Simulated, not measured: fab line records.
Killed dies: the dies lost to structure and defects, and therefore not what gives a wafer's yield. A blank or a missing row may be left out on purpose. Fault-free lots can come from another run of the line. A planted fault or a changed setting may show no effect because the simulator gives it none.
What tool caused it? :: flow ritCmos :: 39 wafers from 13 lots sampled at 2 of the route's 202 steps

WHAT THE GAUGES SHOWED, per wafer
RIT_PLDD_TW_MEAS_10.
lot: L745
measured: day 3 09:20
on: filmMetro-02
PLDD_TW: 2337 2322 2322

lot: L746
measured: day 3 16:36
on: filmMetro-04
PLDD_TW: 2341 2356 2367

lot: L748
measured: day 3 21:10
on: filmMetro-02
PLDD_TW: 2311 2321 2327

lot: L747
measured: day 3 21:19
on: filmMetro-04
PLDD_TW: 2356 2363 2351

lot: L752
measured: day 4 19:34
on: filmMetro-03
PLDD_TW: 2374 2375 2375

lot: L754
measured: day 5 05:08
on: filmMetro-02
PLDD_TW: 2340 2341 2345

lot: L755
measured: day 5 12:59
on: filmMetro-04
PLDD_TW: 2362 2366 2353

lot: L756
measured: day 5 18:54
on: filmMetro-04
PLDD_TW: 2363 2364 2364

lot: L758
measured: day 6 04:01
on: filmMetro-02
PLDD_TW: 30 30 30

lot: L759
measured: day 6 04:49
on: filmMetro-02
PLDD_TW: 2343 2342 2349

lot: L761
measured: day 6 17:35
on: filmMetro-03
PLDD_TW: 2363 2357 2372

lot: L765
measured: day 7 08:16
on: filmMetro-04
PLDD_TW: 2368 2347 2350

lot: L766
measured: day 7 17:46
on: filmMetro-04
PLDD_TW: 2357 2349 2358

WHAT TOOL EACH LOT RAN ON (gives the tool, then ch and the chambers of the sampled wafers, and finally the start)
lot: L745
RIT_NLDD_STRIP_09: plasmaAsher-03 ch 0,1, day 3 07:36

lot: L746
RIT_NLDD_STRIP_09: plasmaAsher-01 ch 0,1, day 3 14:53

lot: L748
RIT_NLDD_STRIP_09: plasmaAsher-02 ch 1, day 3 19:17

lot: L747
RIT_NLDD_STRIP_09: plasmaAsher-03 ch 0,1, day 3 19:32

lot: L752
RIT_NLDD_STRIP_09: plasmaAsher-02 ch 0,1, day 4 17:28

lot: L754
RIT_NLDD_STRIP_09: plasmaAsher-01 ch 0,1, day 5 03:29

lot: L755
RIT_NLDD_STRIP_09: plasmaAsher-03 ch 0,1, day 5 11:24

lot: L756
RIT_NLDD_STRIP_09: plasmaAsher-02 ch 0,1, day 5 17:18

lot: L758
RIT_NLDD_STRIP_09: plasmaAsher-02 ch 0,1, day 6 02:20

lot: L759
RIT_NLDD_STRIP_09: plasmaAsher-01 ch 0,1, day 6 03:10

lot: L761
RIT_NLDD_STRIP_09: plasmaAsher-03 ch 0,1, day 6 15:58

lot: L765
RIT_NLDD_STRIP_09: plasmaAsher-03 ch 1, day 7 06:40

lot: L766
RIT_NLDD_STRIP_09: plasmaAsher-01 ch 0,1, day 7 16:10
- RIT_NLDD_STRIP_09: strips in O2, time 180 s.

WHAT THE TOOLS THEMSELVES READ (means of the sampled wafers that have a number; where no wafer has one, the mark that the record gives instead)
RIT_NLDD_STRIP_09.
lot: L745
tool: plasmaAsher-03
chamberPressureMTorr (mTorr): 3997
drypumpMotorCurrentA (A): 5.6
runLengthS (s): 207.7

lot: L746
tool: plasmaAsher-01
chamberPressureMTorr (mTorr): 3999
drypumpMotorCurrentA (A): 5.8
runLengthS (s): 208.0

lot: L748
tool: plasmaAsher-02
chamberPressureMTorr (mTorr): 4002
drypumpMotorCurrentA (A): 5.7
runLengthS (s): 208.3

lot: L747
tool: plasmaAsher-03
chamberPressureMTorr (mTorr): 4003
drypumpMotorCurrentA (A): 5.4
runLengthS (s): 207.9

lot: L752
tool: plasmaAsher-02
chamberPressureMTorr (mTorr): 4001
drypumpMotorCurrentA (A): 6.0
runLengthS (s): 208.6

lot: L754
tool: plasmaAsher-01
chamberPressureMTorr (mTorr): 4000
drypumpMotorCurrentA (A): 5.5
runLengthS (s): 208.0

lot: L755
tool: plasmaAsher-03
chamberPressureMTorr (mTorr): 4001
drypumpMotorCurrentA (A): 5.4
runLengthS (s): 208.0

lot: L756
tool: plasmaAsher-02
chamberPressureMTorr (mTorr): 4003
drypumpMotorCurrentA (A): 6.0
runLengthS (s): 208.5

lot: L758
tool: plasmaAsher-02
chamberPressureMTorr (mTorr): 4000
drypumpMotorCurrentA (A): 5.9
runLengthS (s): 72.4

lot: L759
tool: plasmaAsher-01
chamberPressureMTorr (mTorr): 4002
drypumpMotorCurrentA (A): 5.8
runLengthS (s): 207.7

lot: L761
tool: plasmaAsher-03
chamberPressureMTorr (mTorr): 4006
drypumpMotorCurrentA (A): 5.6
runLengthS (s): 208.0

lot: L765
tool: plasmaAsher-03
chamberPressureMTorr (mTorr): 4001
drypumpMotorCurrentA (A): 5.2
runLengthS (s): 208.2

lot: L766
tool: plasmaAsher-01
chamberPressureMTorr (mTorr): 3998
drypumpMotorCurrentA (A): 5.8
runLengthS (s): 207.7

THE ANSWER, worked out from the rows above alone
Rule: the lots themselves supply what counts as usual. Put in order of their means at a reading, lots are off if they are a third of the lots or fewer, leave a main group of 4 or more, and stand apart from it by a gap of 3 or more times the standard deviation of the main group's means; of several such gaps the widest counts. If all means in a main group match to the digits the tables above print for the reading, that group is not used. Also off: a lot with no number at a reading for which 4 or more lots have one. All remaining lots with rows at the step are treated as sound. Order of review: gauges by route order, followed by the tools' own readings, for which a lot's mean as printed above is used. At the first step where some lot is off, the reading lying furthest off is the one used; lots without a number count as furthest.
Off: at RIT_PLDD_TW_MEAS_10 (PLDD_TW), L758. The main group has a mean of 2351 with a standard deviation of 15.
If a tool, at a process step before that reading, ran all the lots that are off and no sound lot after the first of them, it fits. Not tried: the gauges at RIT_PLDD_TW_MEAS_10; whatever is off there is also off at RIT_NLDD_STRIP_09, on other tools, and gauge error can't account for it. One fits: RIT_NLDD_STRIP_09 on plasmaAsher-02. Its last sound lot is L756 (day 5 17:18), its first lot that is off L758 (day 6 02:20): a fault that began between those two fits.
The tool's own readings at RIT_NLDD_STRIP_09 bear it out: on the lots that are off they differ by more than 5 times the standard deviation of the sound lots' means. runLengthS reads 72.4 s there against 208.1 s on the sound lots.

WHAT THE SIMULATOR HAD PUT IN
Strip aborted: plasmaAsher-02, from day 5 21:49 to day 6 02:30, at RIT_NLDD_STRIP_09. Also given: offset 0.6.
Shown lots that were struck: L758. The rule given above showed the same thing.
